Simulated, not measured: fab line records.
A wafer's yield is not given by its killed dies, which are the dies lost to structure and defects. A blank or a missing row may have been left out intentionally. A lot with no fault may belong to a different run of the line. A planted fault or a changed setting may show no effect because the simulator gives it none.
fab line records    flow berkeleyCmos170
record lots=14  wafers=42  lastDay=13
route steps=331 shown NWELL@26 GATE@143 SPACER@171 V2@293
lots with no fault: from the same line, run without faults
startH: hours from the record's first day to the start of the lot's first wafer shown    waitH: hours from the lot's prior step to this one    " same as the row above    L1.1+2: a row that stands for several wafers    - no value, or no start given    * or withheld: withheld    < > ~ a bound
route shown NAME@n: a module of which the file shows steps, and the number in the route of the first    usual: mean/standard deviation taken from wafers without a fault    same: alike in all rows    chamber/n: place in a boat    sites: the reading at each site    _std_site: the values' standard deviation    _edge_site: inner sites' mean taken away from outer sites' mean    radiusMm: how far each site lies from the wafer's centre    mask NAME#n: copy n    behind: tool/chamber where the wafer was last shaped    hold: the reason the lot was held/the length of the hold in hours/how it ended    device: the n, p or np transistor that did not switch    end of line: tests run on the same wafers once the route is complete    a step given without rows: its recipe and nothing more    killed: dies that structure and defects cost at the first sort, which is not the same as the wafer's yield    map: the dies of a wafer, with x for killed, . for not killed, _ for no die there
set.NAME: the run value of the setting; set.NAME@STEP: its run value at that earlier step    model.NAME: the simulator's own value behind a step, which no gauge read
a sample of lots followed through the steps of the route, with each step as a table and each wafer as a row
services: a tool's chamber out of use, with start hour (startH, from the record's first day; less than 0 if before it), hours out, and reason
## steps
# step UCB170_NWELL_OVL_MEAS_12
# usual NWELL_OVL=0/5.5
lot.wafer  tool        chamber  startH  waitH  NWELL_OVL[nm]
L281.1     overlay-01  -        39.73   -      7
L281.5     "           -        "       "      3
L281.6     "           -        "       "      8
L282.3     overlay-02  -        40.21   -      9
L282.4     "           -        "       "      -3
L282.6     "           -        "       "      4
L284.1     overlay-02  -        50.00   -      -4
L284.5     "           -        "       "      -4
L284.6     "           -        "       "      -7
L286.4     overlay-02  -        61.67   -      12
L286.5     "           -        "       "      6
L286.6     "           -        "       "      9
L287.2     overlay-01  -        70.71   -      3
L287.4     "           -        "       "      2
L287.5     "           -        "       "      -7
L288.4     overlay-01  -        77.02   -      -2
L288.5     "           -        "       "      -5
L288.6     "           -        "       "      2
L289.1     overlay-02  -        78.23   -      -4
L289.2     "           -        "       "      -8
L289.3     "           -        "       "      -3
L290.1     overlay-01  -        78.48   -      2
L290.3     "           -        "       "      8
L290.5     "           -        "       "      8
L291.1     overlay-01  -        86.32   -      -5
L291.2     "           -        "       "      -11
L291.5     "           -        "       "      -9
L292.2     overlay-02  -        86.50   -      -7
L292.3     "           -        "       "      -3
L292.6     "           -        "       "      -9
L294.2     overlay-01  -        101.26  -      -9
L294.4     "           -        "       "      -3
L294.5     "           -        "       "      -6
L293.1     overlay-01  -        101.50  -      -2
L293.2     "           -        "       "      1
L293.3     "           -        "       "      0
L299.2     overlay-01  -        123.59  -      8
L299.4     "           -        "       "      1
L299.5     "           -        "       "      -1
L303.1     overlay-01  -        148.05  -      -3
L303.3     "           -        "       "      0
L303.5     "           -        "       "      -4
# step UCB170_GATE_CD_MEAS_90
# recipe targetCdNm=350
# usual cdNm=349.9/1.4
lot.wafer  tool      chamber  startH  waitH  cdNm
L282.3     cdSem-02  -        162.70  0.1    349.8
L282.4     "         -        "       "      348.8
L282.6     "         -        "       "      348.9
L281.1     cdSem-02  -        163.02  0.1    350.6
L281.5     "         -        "       "      353.2
L281.6     "         -        "       "      351.2
L284.1     cdSem-02  -        170.39  0.1    350.0
L284.5     "         -        "       "      351.5
L284.6     "         -        "       "      350.9
L286.4     cdSem-02  -        179.64  0.1    349.8
L286.5     "         -        "       "      351.5
L286.6     "         -        "       "      350.8
L287.2     cdSem-02  -        191.06  0.1    347.0
L287.4     "         -        "       "      346.1
L287.5     "         -        "       "      347.1
L289.1     cdSem-01  -        195.67  0.1    350.1
L289.2     "         -        "       "      349.5
L289.3     "         -        "       "      347.7
L290.1     cdSem-02  -        195.90  0.1    351.5
L290.3     "         -        "       "      352.6
L290.5     "         -        "       "      351.6
L288.4     cdSem-02  -        196.24  0.1    349.8
L288.5     "         -        "       "      350.4
L288.6     "         -        "       "      350.9
L292.2     cdSem-02  -        204.04  0.1    349.2
L292.3     "         -        "       "      350.0
L292.6     "         -        "       "      349.9
L291.1     cdSem-02  -        204.51  0.1    350.6
L291.2     "         -        "       "      352.3
L291.5     "         -        "       "      351.4
L294.2     cdSem-02  -        218.85  0.1    350.4
L294.4     "         -        "       "      347.9
L294.5     "         -        "       "      349.4
L293.1     cdSem-02  -        219.61  0.1    347.2
L293.2     "         -        "       "      347.1
L293.3     "         -        "       "      346.6
L299.2     cdSem-01  -        225.47  0.1    351.7
L299.4     "         -        "       "      351.4
L299.5     "         -        "       "      350.5
L303.1     cdSem-01  -        256.19  0.1    351.5
L303.3     "         -        "       "      351.3
L303.5     "         -        "       "      350.5
# step UCB170_SPACER_CVD_00
# recipe material=SiO2  targetThkNm=376  tempC=390  precursor=TEOS/O2  timeS=47  rfW=550  pressureMtorr=9000
# usual heaterPowerW=245/52  susceptorTempC=390.01/0.22
lot.wafer  tool      chamber  startH  waitH  heaterPowerW  susceptorTempC
L282.3     pecvd-03  2        168.28  0.0    200           390.26
L282.4     "         1        "       "      237           389.76
L282.6     "         2        "       "      223           389.95
L281.1     pecvd-02  1        169.08  0.0    267           390.35
L281.5     "         0        "       "      215           390.18
L281.6     "         1        "       "      185           389.84
L284.1     pecvd-01  1        176.42  0.0    304           389.67
L284.5     "         2        "       "      231           389.73
L284.6     "         1        "       "      214           390.22
L286.4     pecvd-03  0        183.44  0.0    174           390.49
L286.5     "         2        "       "      256           389.66
L286.6     "         1        "       "      256           389.68
L287.2     pecvd-03  2        195.30  0.0    260           390.14
L287.4     "         0        "       "      175           390.07
L287.5     "         2        "       "      269           389.97
L289.1     pecvd-01  0        200.49  0.0    321           390.10
L289.2     "         1        "       "      220           389.70
L289.3     "         0        "       "      319           390.34
L290.1     pecvd-02  2        201.08  0.0    319           390.08
L290.3     "         1        "       "      186           389.96
L290.5     "         1        "       "      210           389.96
L288.4     pecvd-01  0        201.65  0.0    279           390.01
L288.5     "         1        "       "      300           390.19
L288.6     "         0        "       "      300           390.25
L292.2     pecvd-03  1        213.34  0.0    263           390.04
L292.3     "         2        "       "      274           390.03
L292.6     "         0        "       "      152           389.91
L291.1     pecvd-01  2        213.62  0.0    197           390.07
L291.2     "         1        "       "      301           389.81
L291.5     "         1        "       "      206           389.56
L294.2     pecvd-01  2        223.84  0.0    177           389.79
L294.4     "         0        "       "      305           389.72
L294.5     "         1        "       "      265           389.73
L293.1     pecvd-02  0        225.00  0.0    199           389.90
L293.2     "         2        "       "      342           390.25
L293.3     "         1        "       "      197           390.48
L299.2     pecvd-03  0        233.37  0.0    190           389.94
L299.4     "         1        "       "      249           389.56
L299.5     "         2        "       "      240           390.14
L303.1     pecvd-03  0        264.10  0.0    169           390.17
L303.3     "         1        "       "      165           389.87
L303.5     "         1        "       "      182           390.17
# step UCB170_SPACER_THK_MEAS_01
# recipe reads=SiO2_of_SPACER_CVD_00
# usual SPACER_TEOS_THK=376/4.7
lot.wafer  tool          chamber  startH  waitH  SPACER_TEOS_THK[nm]
L282.3     filmMetro-03  -        168.34  0.0    364
L282.4     "             -        "       "      371
L282.6     "             -        "       "      375
L281.1     filmMetro-01  -        169.12  0.0    375
L281.5     "             -        "       "      385
L281.6     "             -        "       "      376
L284.1     filmMetro-03  -        176.47  0.0    380
L284.5     "             -        "       "      381
L284.6     "             -        "       "      382
L286.4     filmMetro-01  -        183.49  0.0    376
L286.5     "             -        "       "      376
L286.6     "             -        "       "      379
L287.2     filmMetro-01  -        195.36  0.0    372
L287.4     "             -        "       "      379
L287.5     "             -        "       "      375
L289.1     filmMetro-01  -        200.56  0.0    376
L289.2     "             -        "       "      374
L289.3     "             -        "       "      380
L290.1     filmMetro-04  -        201.12  0.0    376
L290.3     "             -        "       "      373
L290.5     "             -        "       "      383
L288.4     filmMetro-01  -        201.72  0.1    379
L288.5     "             -        "       "      382
L288.6     "             -        "       "      379
L292.2     filmMetro-03  -        213.45  0.1    366
L292.3     "             -        "       "      369
L292.6     "             -        "       "      374
L291.1     filmMetro-03  -        213.66  0.0    371
L291.2     "             -        "       "      375
L291.5     "             -        "       "      381
L294.2     filmMetro-01  -        223.89  0.0    370
L294.4     "             -        "       "      378
L294.5     "             -        "       "      381
L293.1     filmMetro-01  -        225.04  0.0    379
L293.2     "             -        "       "      375
L293.3     "             -        "       "      376
L299.2     filmMetro-01  -        233.42  0.0    248
L299.4     "             -        "       "      372
L299.5     "             -        "       "      372
L303.1     filmMetro-01  -        264.14  0.0    245
L303.3     "             -        "       "      371
L303.5     "             -        "       "      375
# step UCB170_SPACER_ETCHBACK_03
# recipe stopOn=Si  target=SiO2  chemistry=CHF3/CF4/Ar  CHF3_flow_sccm=50  cf4FlowSccm=10  Ar_flow_sccm=120  pressureMtorr=200  rfW=500  targetDepthA=3760  timeS=100
# usual drypumpMotorCurrentA=5.4/0.42  oesProductAu=0.902/0.014  throttleValvePct=6.50/0.11
lot.wafer  tool        chamber  startH  waitH  drypumpMotorCurrentA  oesProductAu  rfHoursCounterH  throttleValvePct
L281.1     rieDiel-03  2        173.95  0.0    6.1                   0.896         45               6.66
L281.5     "           1        "       "      5.0                   0.919         -                6.57
L281.6     "           2        "       "      6.1                   0.895         -                6.65
L282.3     rieDiel-01  0        173.95  0.0    5.1                   0.886         112              6.35
L282.4     "           1        "       "      4.9                   0.885         5                6.43
L282.6     "           1        "       "      4.9                   0.897         -                6.42
L284.1     rieDiel-01  0        182.85  0.0    5.1                   0.924         112              6.38
L284.5     "           0        "       "      5.1                   0.918         -                6.38
L284.6     "           1        "       "      4.9                   0.895         -                6.45
L286.4     rieDiel-01  0        189.90  0.0    5.1                   0.903         112              6.37
L286.5     "           0        "       "      5.1                   0.907         -                6.37
L286.6     "           3        "       "      6.1                   0.909         -                6.50
L287.2     rieDiel-04  3        200.65  0.0    5.7                   0.918         23               6.29
L287.4     "           0        "       "      5.4                   0.912         57               6.55
L287.5     "           1        "       "      5.8                   0.898         -                6.44
L288.4     rieDiel-04  0        204.84  0.0    5.4                   0.920         57               6.54
L288.5     "           2        "       "      5.4                   0.908         -                6.48
L288.6     "           1        "       "      5.8                   0.904         -                6.44
L289.1     rieDiel-01  1        204.84  0.0    4.9                   0.887         6                6.42
L289.2     "           0        "       "      5.1                   0.905         113              6.36
L289.3     "           2        "       "      5.3                   0.898         7                6.40
L290.1     rieDiel-03  1        204.84  0.0    5.0                   0.901         71               6.57
L290.3     "           3        "       "      5.4                   0.895         49               6.47
L290.5     "           1        "       "      5.0                   0.913         -                6.58
L291.1     rieDiel-01  2        218.18  0.0    5.3                   0.878         8                6.39
L291.2     "           0        "       "      5.1                   0.900         113              6.37
L291.5     "           2        "       "      5.3                   0.891         -                6.40
L292.2     rieDiel-03  2        218.18  0.0    6.2                   0.874         47               6.66
L292.3     "           1        "       "      5.0                   0.898         72               6.58
L292.6     "           0        "       "      5.0                   0.906         -                6.69
L293.1     rieDiel-01  3        228.60  0.0    6.1                   0.904         18               6.49
L293.2     "           2        "       "      5.3                   0.890         8                6.40
L293.3     "           0        "       "      5.1                   0.912         114              6.37
L294.2     rieDiel-03  2        228.60  0.0    6.1                   0.880         47               6.65
L294.4     "           0        "       "      5.0                   0.904         121              6.68
L294.5     "           3        "       "      5.4                   0.905         -                6.48
L299.2     rieDiel-01  0        238.22  0.0    5.1                   0.678         114              6.34
L299.4     "           3        "       "      6.1                   0.892         -                6.48
L299.5     "           1        "       "      4.9                   0.883         -                6.43
L303.1     rieDiel-01  0        271.67  0.0    5.1                   0.672         115              6.36
L303.3     "           1        "       "      4.9                   0.883         9                6.42
L303.5     "           2        "       "      5.3                   0.886         -                6.38
# step UCB170_V2_THK_MEAS_01
# recipe reads=SiO2_of_V2_CVD_00
# usual V2_TEOS_THK=1998/23
lot.wafer  tool          chamber  startH  waitH  V2_TEOS_THK[nm]
L282.3     filmMetro-04  -        198.18  0.1    2018
L282.4     "             -        "       "      2001
L282.6     "             -        "       "      1995
L281.1     filmMetro-03  -        199.45  0.1    1977
L281.5     "             -        "       "      2017
L281.6     "             -        "       "      2048
L284.1     filmMetro-04  -        209.51  0.1    2007
L284.5     "             -        "       "      2016
L284.6     "             -        "       "      2007
L286.4     filmMetro-04  -        214.34  0.0    1990
L286.5     "             -        "       "      2006
L286.6     "             -        "       "      1985
L289.1     filmMetro-04  -        231.32  0.1    1981
L289.2     "             -        "       "      1989
L289.3     "             -        "       "      2005
L287.2     filmMetro-03  -        231.61  0.1    1968
L287.4     "             -        "       "      1997
L287.5     "             -        "       "      2038
L290.1     filmMetro-04  -        234.06  0.1    1961
L290.3     "             -        "       "      1989
L290.5     "             -        "       "      2000
L288.4     filmMetro-04  -        234.70  0.0    2005
L288.5     "             -        "       "      2046
L288.6     "             -        "       "      2022
L291.1     filmMetro-04  -        241.45  0.1    1994
L291.2     "             -        "       "      1978
L291.5     "             -        "       "      2042
L292.2     filmMetro-04  -        244.83  0.1    1959
L292.3     "             -        "       "      1960
L292.6     "             -        "       "      1974
L293.1     filmMetro-03  -        251.11  0.1    1964
L293.2     "             -        "       "      1977
L293.3     "             -        "       "      1964
L294.2     filmMetro-04  -        252.47  0.1    1986
L294.4     "             -        "       "      2016
L294.5     "             -        "       "      2017
L299.2     filmMetro-02  -        264.02  0.1    1982
L299.4     "             -        "       "      1996
L299.5     "             -        "       "      2011
L303.1     filmMetro-04  -        293.62  0.1    1992
L303.3     "             -        "       "      2010
L303.5     "             -        "       "      2021
## services
tool        chamber  startH  hours  kind
rieDiel-01  0        153.16  8.4    repair
pecvd-01    1        160.93  4.9    repair
rieDiel-04  3        170.24  3.6    repair
rieDiel-01  1        193.32  5.1    repair
rieDiel-04  -        203.36  0.4    repair
rieDiel-04  3        224.26  4.9    repair
rieDiel-01  2        231.86  14.0   repair
pecvd-01    -        240.41  2.1    repair
pecvd-03    -        242.50  14.0   pm
pecvd-03    0        242.50  14.0   ventCycle
pecvd-03    1        242.50  14.0   ventCycle
pecvd-03    2        242.50  14.0   ventCycle
pecvd-03    0        256.50  -      clean
pecvd-03    1        256.50  -      clean
pecvd-03    2        256.50  -      clean
rieDiel-03  3        260.44  32.8   repair
rieDiel-01  0        262.18  4.6    repair
## key
firstSign step=UCB170_SPACER_THK_MEAS_01  reading=SPACER_TEOS_THK  direction=down  sigmas=27  usual=376  struck=246
effect step=UCB170_SPACER_ETCHBACK_03  reading=oesProductAu  direction=down  sigmas=17  usual=0.902  struck=0.675
metAt UCB170_SPACER_CVD_00
struckLots L299,L303
struckWafers L299.2,L303.1
testerLeftOut L299,L303
notActingAt UCB170_NWELL_OVL_MEAS_12,UCB170_GATE_CD_MEAS_90,UCB170_V2_THK_MEAS_01
onsetBetween 213.34 233.37
fault kind=processParameterDrift  tool=pecvd-03  chamber=0  onsetH=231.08  steps=UCB170_SPACER_CVD_00  channel=targetThkNm  offset=-120.64  shape=step  endH=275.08  actsIn=theseRecipesOnly  stated=376
# testerLeftOut: of these lots the tester's yield and bins aren't shown, on N5 and GAA mostly nor the transistor test; their killed dies are dies lost to structure and defects alone, not to doping, threshold or leakage, so they don't give the yield
